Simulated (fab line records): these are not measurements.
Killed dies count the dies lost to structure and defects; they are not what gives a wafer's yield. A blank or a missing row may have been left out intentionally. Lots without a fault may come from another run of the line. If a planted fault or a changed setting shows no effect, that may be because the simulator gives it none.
fab line records | flow berkeley_cmos170
record: lots: 6 | wafers: 18 | last_day: 12
route steps=331 shown V1@260 M2@271
lots with no fault: from the same line, run without faults
start_h: start of the lot's first displayed wafer, in hours after the record's first day | wait_h: hours from the lot's prior step to this one | " same as the row above | L1.1+2: a row that stands for several wafers | - no value, or no start was given | * or withheld: withheld | < > ~ a bound
route shown NAME@n: names a module that has steps shown in the file, with the first one's number in the route | usual: average and standard deviation across the fault-free wafers | same: alike in all rows | chamber/n: place in a boat | sites: each site's reading | _std_site: their standard deviation | _edge_site: inner sites' mean taken away from outer sites' mean | radius_mm: how far each site lies from the wafer's centre | mask NAME#n: copy n | behind: the tool/chamber that last shaped the wafer | hold: why the lot went on hold/how many hours it stayed there/how the hold came to an end | device: the transistor (n, p or np) that didn't switch | end of line: at the end of the route, the tests of the same wafers | for a step that has no rows: nothing shown but its recipe | killed: count of dies lost to structure and defects at first sort (not the wafer's yield) | map: per-die view of a wafer (x killed, . not killed, _ where there is no die)
set.NAME: the setting as run; set.NAME@STEP: as run at that earlier step | model.NAME: the simulator's own value behind a step, which no gauge read
a table for each step, a row for each wafer; lots at some steps of the route
services: from which hour (start_h, from the record's first day; less than 0 if before it) a tool's chamber was out of use, for how many hours, and why
== steps ==
step: UCB170_V1_HMDS_06
recipe: prime_time_s: 60 | prime_temp_c: 100
step: UCB170_V1_COAT_07
recipe: resist: KrF | spin_rpm: 1500 | resist_thk_nm: 900
step: UCB170_V1_SOFTBAKE_08
recipe: resist: KrF | temp_c: 130 | time_s: 60
step: UCB170_V1_EXPOSE_09
recipe: mask_id: VIA1 | target_cd_nm: 700 | na: 0.5 | sigma_outer: 0.6 | source_shape: conventional | dose_mj: 37
step: UCB170_V1_PEB_10
recipe: peb_temp_c: 130 | peb_time_s: withheld | resist: KrF
step: UCB170_V1_DEVELOP_11
recipe: developer: TMAH | develop_time_s: 45 | resist: KrF | dev_temp_c: 21
step: UCB170_V1_CD_MEAS_12
recipe: target_cd_nm: 700
usual: cd_nm: 700.5/1.3
lot.wafer | tool      | chamber | start_h | wait_h | cd_nm
L173.1    | cd_sem-01 | -       | 163.04  | -      | 701.3
L173.4    | "         | -       | "       | "      | 702.7
L173.5    | "         | -       | "       | "      | 701.3
L180.1    | cd_sem-02 | -       | 195.62  | -      | 700.3
L180.2    | "         | -       | "       | "      | 699.4
L180.5    | "         | -       | "       | "      | 699.7
L183.2    | cd_sem-01 | -       | 215.04  | -      | 698.9
L183.4    | "         | -       | "       | "      | 699.1
L183.6    | "         | -       | "       | "      | 699.3
L190.2    | cd_sem-01 | -       | 256.13  | -      | 700.6
L190.3    | "         | -       | "       | "      | 701.7
L190.6    | "         | -       | "       | "      | 701.3
L195.1    | cd_sem-01 | -       | 265.89  | -      | 699.4
L195.5    | "         | -       | "       | "      | 698.3
L195.6    | "         | -       | "       | "      | 698.6
L193.1    | cd_sem-02 | -       | 269.85  | -      | 700.8
L193.4    | "         | -       | "       | "      | 700.4
L193.6    | "         | -       | "       | "      | 700.4
step: UCB170_V1_OVL_MEAS_13
usual: V1_OVL: 2/5
lot.wafer | tool       | chamber | start_h | wait_h | V1_OVL[nm]
L173.1    | overlay-01 | -       | 163.16  | 0.1    | -2
L173.4    | "          | -       | "       | "      | -2
L173.5    | "          | -       | "       | "      | -4
L180.1    | overlay-02 | -       | 195.74  | 0.1    | 1
L180.2    | "          | -       | "       | "      | 3
L180.5    | "          | -       | "       | "      | 4
L183.2    | overlay-01 | -       | 215.15  | 0.1    | -4
L183.4    | "          | -       | "       | "      | 0
L183.6    | "          | -       | "       | "      | -4
L190.2    | overlay-01 | -       | 256.23  | 0.1    | 1
L190.3    | "          | -       | "       | "      | 4
L190.6    | "          | -       | "       | "      | -2
L195.1    | overlay-02 | -       | 266.01  | 0.1    | 6
L195.5    | "          | -       | "       | "      | 3
L195.6    | "          | -       | "       | "      | 12
L193.1    | overlay-02 | -       | 269.97  | 0.1    | 10
L193.4    | "          | -       | "       | "      | 2
L193.6    | "          | -       | "       | "      | 1
step: UCB170_V1_ETCH_14
recipe: chemistry: CHF3/CF4/Ar | target: SiO2 | stop_on: Al | CHF3_flow_sccm: 45 | cf4_flow_sccm: 15 | Ar_flow_sccm: 150 | pressure_mtorr: 200 | rf_w: 700 | target_depth_a: 12500 | over_etch_frac: 0.25 | time_s: 291
usual: drypump_motor_current_A: 5.5/0.44 | oes_product_au: 0.870/0.015 | throttle_valve_pct: 6.97/0.12
lot.wafer | tool        | chamber | start_h | wait_h | drypump_motor_current_A | oes_product_au | rf_hours_counter_h | throttle_valve_pct
L173.1    | rie_diel-03 | 3       | 163.19  | 0.0    | 5.0                     | 0.893          | 15                 | 7.00
L173.4    | "           | 1       | "       | "      | 6.2                     | 0.882          | 135                | 7.04
L173.5    | "           | 1       | "       | "      | 6.2                     | 0.883          | -                  | 7.03
L180.1    | rie_diel-04 | 0       | 195.77  | 0.0    | 5.2                     | 0.852          | 16                 | 7.07
L180.2    | "           | 2       | "       | "      | 6.6                     | 0.887          | 139                | 7.05
L180.5    | "           | 2       | "       | "      | 6.6                     | 0.876          | -                  | 7.06
L183.2    | rie_diel-03 | 3       | 215.18  | 0.0    | 5.0                     | 0.892          | 17                 | 7.01
L183.4    | "           | 2       | "       | "      | 5.4                     | 0.866          | 64                 | 7.13
L183.6    | "           | 1       | "       | "      | 6.2                     | 0.880          | -                  | 7.03
L190.2    | rie_diel-04 | 3       | 256.26  | 0.0    | 5.2                     | 0.861          | 5                  | 6.96
L190.3    | "           | 0       | "       | "      | 5.2                     | 0.858          | 19                 | 7.09
L190.6    | "           | 3       | "       | "      | 5.2                     | 0.858          | -                  | 6.96
L195.1    | rie_diel-03 | 2       | 266.05  | 0.0    | 5.4                     | 0.865          | 66                 | 7.10
L195.5    | "           | 0       | "       | "      | 5.5                     | 0.868          | -                  | 6.84
L195.6    | "           | 1       | "       | "      | 6.2                     | 0.884          | -                  | 7.03
L193.1    | rie_diel-04 | 0       | 270.00  | 0.0    | 5.2                     | 0.849          | 20                 | 7.10
L193.4    | "           | 1       | "       | "      | 5.3                     | 0.850          | 126                | 7.01
L193.6    | "           | 0       | "       | "      | 5.2                     | 0.861          | -                  | 7.08
step: UCB170_V1_STRIP_15
recipe: chemistry: O2 | power_w: 400 | pressure_mtorr: 3500 | platen_temp_c: withheld | o2_flow_sccm: 400 | overash_fraction: 0.5
usual: drypump_motor_current_A: 5.8/0.38 | oes_product_au: 0.722/0.0044 | strip_time_to_endpoint_s: 15.32/0.089
lot.wafer | tool            | chamber | start_h | wait_h | drypump_motor_current_A | oes_product_au | rf_hours_counter_h | strip_time_to_endpoint_s
L173.1    | plasma_asher-02 | 1       | 163.37  | 0.1    | 5.9                     | 0.730          | 47                 | 15.24
L173.4    | "               | 0       | "       | "      | 5.7                     | 0.723          | -                  | 15.22
L173.5    | "               | 1       | "       | "      | 6.0                     | 0.726          | -                  | 15.22
L180.1    | plasma_asher-01 | 1       | 195.99  | 0.1    | 6.3                     | 0.721          | 9                  | 15.29
L180.2    | "               | 0       | "       | "      | 5.1                     | 0.729          | 9                  | 15.46
L180.5    | "               | 0       | "       | "      | 5.1                     | 0.719          | -                  | 15.47
L183.2    | plasma_asher-02 | 1       | 215.36  | 0.1    | 5.9                     | 0.721          | 52                 | 15.26
L183.4    | "               | 1       | "       | "      | 5.9                     | 0.716          | -                  | 15.27
L183.6    | "               | 1       | "       | "      | 5.9                     | 0.724          | -                  | 15.21
L190.2    | plasma_asher-02 | 1       | 256.44  | 0.1    | 5.9                     | 0.718          | 58                 | 15.31
L190.3    | "               | 1       | "       | "      | 5.9                     | 0.721          | -                  | 15.27
L190.6    | "               | 0       | "       | "      | 5.7                     | 0.720          | -                  | 15.20
L195.1    | plasma_asher-02 | 1       | 266.22  | 0.1    | 5.9                     | 0.725          | 59                 | 15.29
L195.5    | "               | 1       | "       | "      | 5.9                     | 0.723          | -                  | 15.26
L195.6    | "               | 0       | "       | "      | 5.7                     | 0.731          | -                  | 15.38
L193.1    | plasma_asher-02 | 0       | 270.18  | 0.1    | 5.7                     | 0.722          | 60                 | 15.28
L193.4    | "               | 0       | "       | "      | 5.7                     | 0.724          | -                  | 15.32
L193.6    | "               | 0       | "       | "      | 5.7                     | 0.724          | -                  | 15.26
step: UCB170_V1_CD_MEAS_90
recipe: target_cd_nm: 700
usual: cd_nm: 700.5/1.3
lot.wafer | tool      | chamber | start_h | wait_h | cd_nm
L173.1    | cd_sem-02 | -       | 163.47  | 0.1    | 701.1
L173.4    | "         | -       | "       | "      | 702.6
L173.5    | "         | -       | "       | "      | 701.3
L180.1    | cd_sem-01 | -       | 196.09  | 0.1    | 699.9
L180.2    | "         | -       | "       | "      | 699.7
L180.5    | "         | -       | "       | "      | 699.2
L183.2    | cd_sem-02 | -       | 215.48  | 0.1    | 699.1
L183.4    | "         | -       | "       | "      | 699.2
L183.6    | "         | -       | "       | "      | 698.6
L190.2    | cd_sem-01 | -       | 256.56  | 0.1    | 701.3
L190.3    | "         | -       | "       | "      | 701.6
L190.6    | "         | -       | "       | "      | 701.2
L195.1    | cd_sem-01 | -       | 266.32  | 0.1    | 699.6
L195.5    | "         | -       | "       | "      | 698.3
L195.6    | "         | -       | "       | "      | 698.5
L193.1    | cd_sem-02 | -       | 270.28  | 0.1    | 700.7
L193.4    | "         | -       | "       | "      | 699.8
L193.6    | "         | -       | "       | "      | 700.0
step: UCB170_M2_PRE_CLEAN_00
recipe: gas: Ar | preclean_etch_time_s: 60
step: UCB170_M2_SPUTTER_01
recipe: material: Al | target_thk_nm: 900 | time_s: 120 | power_w: 6000 | chamber_pressure_pa: 0.5
usual: throttle_valve_pct: 29.9/0.86
lot.wafer | tool           | chamber | start_h | wait_h | throttle_valve_pct
L173.1    | pvd_sputter-02 | -       | 163.66  | 0.0    | 30.2
L173.4    | "              | -       | "       | "      | 28.1
L173.5    | "              | -       | "       | "      | 30.3
L180.1    | pvd_sputter-04 | -       | 196.27  | 0.0    | 30.0
L180.2    | "              | -       | "       | "      | 30.9
L180.5    | "              | -       | "       | "      | 30.0
L183.2    | pvd_sputter-02 | -       | 215.64  | 0.0    | 30.5
L183.4    | "              | -       | "       | "      | 30.2
L183.6    | "              | -       | "       | "      | 28.2
L183.2    | pvd_sputter-02 | -       | 215.89  | 0.2    | 31.0
L183.4    | "              | -       | "       | "      | 30.0
L183.6    | "              | -       | "       | "      | 28.3
L190.2    | pvd_sputter-04 | -       | 256.73  | 0.0    | 30.0
L190.3    | "              | -       | "       | "      | 31.3
L190.6    | "              | -       | "       | "      | 30.9
L195.1    | pvd_sputter-02 | -       | 266.51  | 0.0    | 29.8
L195.5    | "              | -       | "       | "      | 30.1
L195.6    | "              | -       | "       | "      | 30.9
L193.1    | pvd_sputter-03 | -       | 270.47  | 0.0    | 29.4
L193.4    | "              | -       | "       | "      | 29.5
L193.6    | "              | -       | "       | "      | 29.6
L193.1    | pvd_sputter-03 | -       | 270.72  | 0.2    | 29.5
L193.4    | "              | -       | "       | "      | 29.4
L193.6    | "              | -       | "       | "      | 29.5
step: UCB170_M2_RS_MEAS_02
recipe: thk_meas_gauge: four-point-probe | reads: Al_of_M2_SPUTTER_01
usual: M2_AL_RS: 0.0321/0.00032
lot.wafer | tool          | chamber | start_h | wait_h | M2_AL_RS[ohm/sq]
L173.1    | film_metro-02 | -       | 163.74  | 0.0    | 0.0322
L173.4    | "             | -       | "       | "      | 0.0317
L173.5    | "             | -       | "       | "      | 0.0319
L180.1    | film_metro-04 | -       | 196.36  | 0.0    | 0.0322
L180.2    | "             | -       | "       | "      | 0.0321
L180.5    | "             | -       | "       | "      | 0.0322
L183.2    | film_metro-03 | -       | 216.00  | 0.1    | 0.0158
L183.4    | "             | -       | "       | "      | 0.0160
L183.6    | "             | -       | "       | "      | 0.0159
L190.2    | film_metro-03 | -       | 256.83  | 0.1    | 0.0326
L190.3    | "             | -       | "       | "      | 0.0322
L190.6    | "             | -       | "       | "      | 0.0326
L195.1    | film_metro-02 | -       | 266.59  | 0.0    | 0.0320
L195.5    | "             | -       | "       | "      | 0.0325
L195.6    | "             | -       | "       | "      | 0.0320
L193.1    | film_metro-04 | -       | 270.91  | 0.2    | 0.0160
L193.4    | "             | -       | "       | "      | 0.0159
L193.6    | "             | -       | "       | "      | 0.0158
step: UCB170_M2_THK_MEAS_03
recipe: thk_meas_gauge: xrf | reads: Al_of_M2_SPUTTER_01
usual: M2_AL_THK: 920/11
lot.wafer | tool          | chamber | start_h | wait_h | M2_AL_THK[nm]
L173.1    | film_metro-02 | -       | 163.86  | 0.1    | 915
L173.4    | "             | -       | "       | "      | 921
L173.5    | "             | -       | "       | "      | 919
L180.1    | film_metro-04 | -       | 196.48  | 0.1    | 926
L180.2    | "             | -       | "       | "      | 928
L180.5    | "             | -       | "       | "      | 921
L183.2    | film_metro-03 | -       | 216.11  | 0.1    | 1848
L183.4    | "             | -       | "       | "      | 1828
L183.6    | "             | -       | "       | "      | 1848
L190.2    | film_metro-03 | -       | 256.94  | 0.1    | 904
L190.3    | "             | -       | "       | "      | 915
L190.6    | "             | -       | "       | "      | 900
L195.1    | film_metro-02 | -       | 266.71  | 0.1    | 925
L195.5    | "             | -       | "       | "      | 906
L195.6    | "             | -       | "       | "      | 909
L193.1    | film_metro-04 | -       | 271.03  | 0.1    | 1877
L193.4    | "             | -       | "       | "      | 1869
L193.6    | "             | -       | "       | "      | 1872
step: UCB170_M2_HMDS_04
recipe: prime_time_s: 60 | prime_temp_c: 100
step: UCB170_M2_COAT_05
recipe: resist: KrF | spin_rpm: 1500 | resist_thk_nm: 900
step: UCB170_M2_SOFTBAKE_06
recipe: resist: KrF | temp_c: 130 | time_s: 60
step: UCB170_M2_STRIP_07
recipe: chemistry: O2 | power_w: 400 | pressure_mtorr: 3500 | platen_temp_c: withheld | o2_flow_sccm: 400 | overash_fraction: 0.5
usual: drypump_motor_current_A: 5.65/0.27 | oes_product_au: 0.735/0.0042 | strip_time_to_endpoint_s: 21.91/0.071
lot.wafer | tool            | chamber | start_h | wait_h | drypump_motor_current_A | oes_product_au | rf_hours_counter_h | strip_time_to_endpoint_s
L173.1    | plasma_asher-03 | 1       | 164.37  | 0.1    | 5.95                    | 0.730          | 43                 | 21.99
L173.4    | "               | 1       | "       | "      | 5.95                    | 0.738          | -                  | 21.99
L173.5    | "               | 1       | "       | "      | 5.97                    | 0.728          | -                  | 22.03
L180.1    | plasma_asher-02 | 0       | 197.11  | 0.1    | 5.70                    | 0.734          | 51                 | 21.92
L180.2    | "               | 1       | "       | "      | 5.94                    | 0.731          | 51                 | 21.95
L180.5    | "               | 0       | "       | "      | 5.66                    | 0.738          | -                  | 21.97
L183.2    | plasma_asher-02 | 0       | 216.79  | 0.3    | 5.68                    | 0.737          | 53                 | 21.89
L183.4    | "               | 0       | "       | "      | 5.68                    | 0.727          | -                  | 21.94
L183.6    | "               | 0       | "       | "      | 5.69                    | 0.731          | -                  | 21.90
L190.2    | plasma_asher-02 | 0       | 257.44  | 0.1    | 5.66                    | 0.738          | 58                 | 21.79
L190.3    | "               | 0       | "       | "      | 5.70                    | 0.732          | -                  | 21.86
L190.6    | "               | 0       | "       | "      | 5.71                    | 0.736          | -                  | 21.75
L195.1    | plasma_asher-02 | 1       | 267.61  | 0.1    | 5.93                    | 0.732          | 59                 | 21.96
L195.5    | "               | 0       | "       | "      | 5.68                    | 0.732          | -                  | 22.01
L195.6    | "               | 1       | "       | "      | 5.94                    | 0.731          | -                  | 21.95
L193.1    | plasma_asher-04 | 0       | 271.54  | 0.1    | 5.44                    | 0.734          | 52                 | 21.85
L193.4    | "               | 1       | "       | "      | 5.17                    | 0.728          | -                  | 21.88
L193.6    | "               | 0       | "       | "      | 5.43                    | 0.730          | -                  | 21.94
step: UCB170_M2_STRIP_08
recipe: chemistry: DMSO | temp_c: 80 | time_s: 600 | material: KrF
step: UCB170_M2_COAT_09
recipe: resist: BARC | temp_c: withheld | time_s: withheld | spin_rpm: 3000 | resist_thk_nm: withheld
step: UCB170_M2_COAT_10
recipe: resist: KrF | spin_rpm: 1500 | resist_thk_nm: 900
step: UCB170_M2_SOFTBAKE_11
recipe: resist: KrF | temp_c: 130 | time_s: 60
step: UCB170_M2_EXPOSE_12
recipe: mask_id: METAL2 | target_cd_nm: 700 | na: 0.5 | sigma_outer: 0.6 | source_shape: conventional | dose_mj: 26
step: UCB170_M2_PEB_13
recipe: peb_temp_c: 130 | peb_time_s: withheld | resist: KrF
step: UCB170_M2_DEVELOP_14
recipe: developer: TMAH | develop_time_s: 45 | resist: KrF | dev_temp_c: 21
step: UCB170_M2_CD_MEAS_15
recipe: target_cd_nm: 700
usual: cd_nm: 700.2/1.4
lot.wafer | tool      | chamber | start_h | wait_h | cd_nm
L173.1    | cd_sem-01 | -       | 167.88  | -      | 699.6
L173.4    | "         | -       | "       | "      | 699.5
L173.5    | "         | -       | "       | "      | 698.9
L180.1    | cd_sem-01 | -       | 198.26  | -      | 699.5
L180.2    | "         | -       | "       | "      | 699.5
L180.5    | "         | -       | "       | "      | 699.9
L183.2    | cd_sem-02 | -       | 217.93  | -      | 699.4
L183.4    | "         | -       | "       | "      | 699.5
L183.6    | "         | -       | "       | "      | 699.7
L190.2    | cd_sem-01 | -       | 259.03  | -      | 699.9
L190.3    | "         | -       | "       | "      | 698.5
L190.6    | "         | -       | "       | "      | 700.6
L195.1    | cd_sem-01 | -       | 269.01  | -      | 702.0
L195.5    | "         | -       | "       | "      | 701.5
L195.6    | "         | -       | "       | "      | 699.5
L193.1    | cd_sem-01 | -       | 273.01  | -      | 701.8
L193.4    | "         | -       | "       | "      | 700.7
L193.6    | "         | -       | "       | "      | 702.4
step: UCB170_M2_OVL_MEAS_16
usual: M2_OVL: 1/6
lot.wafer | tool       | chamber | start_h | wait_h | M2_OVL[nm]
L173.1    | overlay-01 | -       | 168.00  | 0.1    | 1
L173.4    | "          | -       | "       | "      | 3
L173.5    | "          | -       | "       | "      | 0
L180.1    | overlay-02 | -       | 198.38  | 0.1    | -6
L180.2    | "          | -       | "       | "      | 6
L180.5    | "          | -       | "       | "      | -11
L183.2    | overlay-01 | -       | 218.04  | 0.1    | -8
L183.4    | "          | -       | "       | "      | -7
L183.6    | "          | -       | "       | "      | -5
L190.2    | overlay-02 | -       | 259.14  | 0.1    | 4
L190.3    | "          | -       | "       | "      | 7
L190.6    | "          | -       | "       | "      | 2
L195.1    | overlay-01 | -       | 269.13  | 0.1    | 15
L195.5    | "          | -       | "       | "      | 15
L195.6    | "          | -       | "       | "      | 8
L193.1    | overlay-01 | -       | 273.13  | 0.1    | 2
L193.4    | "          | -       | "       | "      | 8
L193.6    | "          | -       | "       | "      | 3
step: UCB170_M2_ETCH_17
recipe: chemistry: N2/H2 | target_depth_a: withheld | overetch_a: withheld | target: BARC | time_s: withheld | source_w: 500 | bias_w: 100 | pressure_mtorr: 30 | n2_flow_sccm: 100 | h2_flow_sccm: 200
usual: drypump_motor_current_A: 5.5/0.31 | oes_product_au: 1.001/0.014 | throttle_valve_pct: 13.21/0.17
lot.wafer | tool        | chamber | start_h | wait_h | drypump_motor_current_A | oes_product_au | throttle_valve_pct
L173.1    | rie_diel-01 | 1       | 168.04  | 0.0    | 5.3                     | 0.982          | 12.97
L173.4    | "           | 2       | "       | "      | 5.7                     | 1.008          | 13.44
L173.5    | "           | 3       | "       | "      | 5.4                     | 0.992          | 13.28
L180.1    | rie_diel-01 | 3       | 198.42  | 0.0    | 5.4                     | 0.972          | 13.27
L180.2    | "           | 0       | "       | "      | 5.9                     | 0.999          | 13.06
L180.5    | "           | 3       | "       | "      | 5.4                     | 0.989          | 13.30
L183.2    | rie_diel-02 | 3       | 218.07  | 0.0    | 5.5                     | 0.974          | 13.18
L183.4    | "           | 1       | "       | "      | 5.4                     | 1.000          | 13.24
L183.6    | "           | 3       | "       | "      | 5.5                     | 0.982          | 13.20
L190.2    | rie_diel-03 | 1       | 259.17  | 0.0    | 6.2                     | 1.002          | 13.35
L190.3    | "           | 0       | "       | "      | 5.4                     | 0.999          | 13.14
L190.6    | "           | 0       | "       | "      | 5.4                     | 1.007          | 13.14
L195.1    | rie_diel-01 | 1       | 269.16  | 0.0    | 5.3                     | 0.985          | 12.97
L195.5    | "           | 3       | "       | "      | 5.4                     | 0.977          | 13.30
L195.6    | "           | 2       | "       | "      | 5.7                     | 1.012          | 13.45
L193.1    | rie_diel-01 | 0       | 273.16  | 0.0    | 5.9                     | 1.010          | 13.05
L193.4    | "           | 2       | "       | "      | 5.7                     | 1.019          | 13.43
L193.6    | "           | 0       | "       | "      | 5.9                     | 1.008          | 13.05
step: UCB170_M2_METAL_ETCH_18
recipe: chemistry: Cl2/BCl3 | target: Al | stop_on: SiO2 | pressure_mtorr: 12 | target_depth_a: 11700 | over_etch_frac: 0.3 | time_s: 195 | icp_w: 600 | bias_w: 120 | Cl2_flow_sccm: 90 | bcl3_flow_sccm: 45
usual: drypump_motor_current_A: 6.10/0.29 | mfc_cl2_sccm: 89.94/0.26 | oes_product_au: 0.844/0.011 | throttle_valve_pct: 24.41/0.16
lot.wafer | tool         | chamber | start_h | wait_h | drypump_motor_current_A | mfc_cl2_sccm | oes_product_au | rf_hours_counter_h | throttle_valve_pct | model.etch.depth_nm | model.M2.feature_depth_nm
L173.1    | rie_metal-04 | 1       | 168.08  | -      | 5.82                    | 89.79        | 0.822          | 8                  | 24.25              | 897.6               | 953.2
L173.4    | "            | 0       | "       | "      | 5.71                    | 90.02        | 0.852          | -                  | 24.30              | 910.1               | 965.6
L173.5    | "            | 0       | "       | "      | 5.71                    | 89.66        | 0.844          | -                  | 24.32              | 906.1               | 961.8
L180.1    | rie_metal-02 | 1       | 198.46  | -      | 5.94                    | 90.15        | 0.855          | 11                 | 24.62              | 899.3               | 955.3
L180.2    | "            | 0       | "       | "      | 6.60                    | 90.08        | 0.840          | 5                  | 24.59              | 901.2               | 958.4
L180.5    | "            | 1       | "       | "      | 5.95                    | 89.54        | 0.851          | -                  | 24.61              | 898.3               | 954.6
L183.2    | rie_metal-01 | 1       | 218.11  | -      | 6.25                    | 90.56        | 0.971          | 3                  | 24.33              | 1147                | 1147
L183.4    | "            | 1       | "       | "      | 6.24                    | 90.10        | 0.979          | -                  | 24.31              | 1154                | 1154
L183.6    | "            | 0       | "       | "      | 6.04                    | 90.27        | 0.985          | -                  | 24.14              | 1180                | 1180
L190.2    | rie_metal-04 | 0       | 259.21  | -      | 5.66                    | 90.09        | 0.840          | 15                 | 24.32              | 888.4               | 944.3
L190.3    | "            | 1       | "       | "      | 5.81                    | 89.90        | 0.822          | -                  | 24.23              | 898.5               | 954.7
L190.6    | "            | 0       | "       | "      | 5.68                    | 90.10        | 0.847          | -                  | 24.32              | 888.9               | 944.9
L195.1    | rie_metal-02 | 1       | 269.20  | -      | 5.96                    | 90.47        | 0.861          | 13                 | 24.62              | 903.7               | 959.4
L195.5    | "            | 1       | "       | "      | 5.99                    | 90.39        | 0.840          | -                  | 24.64              | 890.1               | 946.5
L195.6    | "            | 0       | "       | "      | 6.61                    | 89.36        | 0.838          | -                  | 24.60              | 901.6               | 958.8
L193.1    | rie_metal-04 | 0       | 273.21  | -      | 5.66                    | 89.83        | 0.984          | 15                 | 24.23              | 1152                | 1152
L193.4    | "            | 1       | "       | "      | 5.80                    | 89.81        | 0.965          | -                  | 24.16              | 1167                | 1167
L193.6    | "            | 0       | "       | "      | 5.68                    | 89.79        | 0.986          | -                  | 24.25              | 1162                | 1162
step: UCB170_M2_STRIP_19
recipe: chemistry: O2 | power_w: 400 | pressure_mtorr: 3500 | platen_temp_c: withheld | o2_flow_sccm: 400 | overash_fraction: 0.5
usual: drypump_motor_current_A: 5.58/0.28 | oes_product_au: 0.541/0.012
lot.wafer | tool            | chamber | start_h | wait_h | drypump_motor_current_A | oes_product_au | rf_hours_counter_h
L173.1    | plasma_asher-04 | 1       | 168.27  | 0.1    | 5.17                    | 0.551          | 39
L173.4    | "               | 1       | "       | "      | 5.18                    | 0.560          | -
L173.5    | "               | 1       | "       | "      | 5.17                    | 0.551          | -
L180.1    | plasma_asher-02 | 1       | 198.64  | 0.1    | 5.91                    | 0.549          | 51
L180.2    | "               | 0       | "       | "      | 5.65                    | 0.534          | 51
L180.5    | "               | 0       | "       | "      | 5.68                    | 0.545          | -
L183.2    | plasma_asher-02 | 0       | 218.30  | 0.1    | 5.68                    | 0.551          | 53
L183.4    | "               | 1       | "       | "      | 5.91                    | 0.546          | -
L183.6    | "               | 1       | "       | "      | 5.92                    | 0.529          | -
L190.2    | plasma_asher-03 | 0       | 259.40  | 0.1    | 5.72                    | 0.547          | 51
L190.3    | "               | 1       | "       | "      | 5.97                    | 0.538          | -
L190.6    | "               | 0       | "       | "      | 5.73                    | 0.538          | -
L195.1    | plasma_asher-04 | 1       | 269.39  | 0.1    | 5.20                    | 0.547          | 52
L195.5    | "               | 0       | "       | "      | 5.44                    | 0.538          | -
L195.6    | "               | 1       | "       | "      | 5.18                    | 0.533          | -
L193.1    | plasma_asher-02 | 1       | 273.39  | 0.1    | 5.93                    | 0.555          | 60
L193.4    | "               | 1       | "       | "      | 5.93                    | 0.543          | -
L193.6    | "               | 0       | "       | "      | 5.67                    | 0.550          | -
== services ==
tool            | chamber | start_h | hours | kind
rie_metal-04    | 1       | 140.77  | 19.3  | repair
rie_metal-04    | -       | 142.19  | 2.8   | pm
rie_diel-02     | 2       | 142.52  | 12.7  | repair
pvd_sputter-03  | -       | 145.75  | 1.1   | repair
pvd_sputter-03  | -       | 173.29  | 4.3   | repair
rie_diel-03     | 1       | 176.01  | 3.8   | repair
pvd_sputter-03  | -       | 182.94  | 12.2  | repair
rie_metal-04    | -       | 186.75  | 14.6  | pm
rie_diel-02     | 3       | 188.18  | 9.8   | repair
rie_diel-03     | 1       | 188.50  | 4.7   | repair
plasma_asher-03 | -       | 189.73  | 14.6  | pm
rie_metal-04    | -       | 201.35  | 1.4   | pm
rie_diel-01     | -       | 201.42  | 14.6  | pm
rie_metal-04    | -       | 213.19  | 2.3   | repair
rie_diel-04     | 3       | 217.79  | 7.2   | repair
plasma_asher-03 | -       | 226.06  | 8.7   | repair
rie_diel-01     | 2       | 227.31  | 22.2  | repair
rie_diel-03     | 1       | 229.08  | -     | clean
rie_diel-03     | 1       | 229.08  | 19.9  | scheduled_down
rie_diel-03     | 1       | 229.08  | 19.9  | vent_cycle
plasma_asher-01 | -       | 246.68  | 1.2   | repair
rie_diel-02     | 1       | 249.88  | 3.9   | repair
plasma_asher-03 | -       | 260.01  | 22.1  | pm
rie_diel-04     | -       | 264.89  | 2.2   | repair
== key ==
first_sign: step: UCB170_M2_SPUTTER_01 | reading: visit | direction: added
effect: step: UCB170_M2_RS_MEAS_02 | reading: M2_AL_RS | direction: down | sigmas: 51 | usual: 0.0321 | struck: 0.0159
effect: step: UCB170_M2_THK_MEAS_03 | reading: M2_AL_THK | direction: up | sigmas: 87 | usual: 920 | struck: 1857
effect: step: UCB170_M2_METAL_ETCH_18 | reading: oes_product_au | direction: up | sigmas: 12 | usual: 0.844 | struck: 0.978
model_effect: step: UCB170_M2_METAL_ETCH_18 | value: etch.depth_nm | without: 904.7 | struck: 1160
met_at UCB170_M2_SPUTTER_01
struck_wafers L183.2,L183.4,L183.6,L193.1,L193.4,L193.6
later_rows_left_out L183.2,L183.4,L183.6,L193.1,L193.4,L193.6
sort_left_out L183.2,L183.4,L183.6,L193.1,L193.4,L193.6
fault: kind: repeated_step_whole | tool: pvd_sputter-02,pvd_sputter-03,pvd_sputter-04 | chamber: - | onset_h: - | steps: UCB170_M2_SPUTTER_01 | times: 1 | scope: struck_lots_only
sort_left_out: the simulated sort isn't trusted on such a fault, so these wafers' sort isn't shown, and their yield isn't known
later_rows_left_out: the simulator's readings of these wafers behind a module that went badly wrong aren't trusted and aren't shown, but for the sort
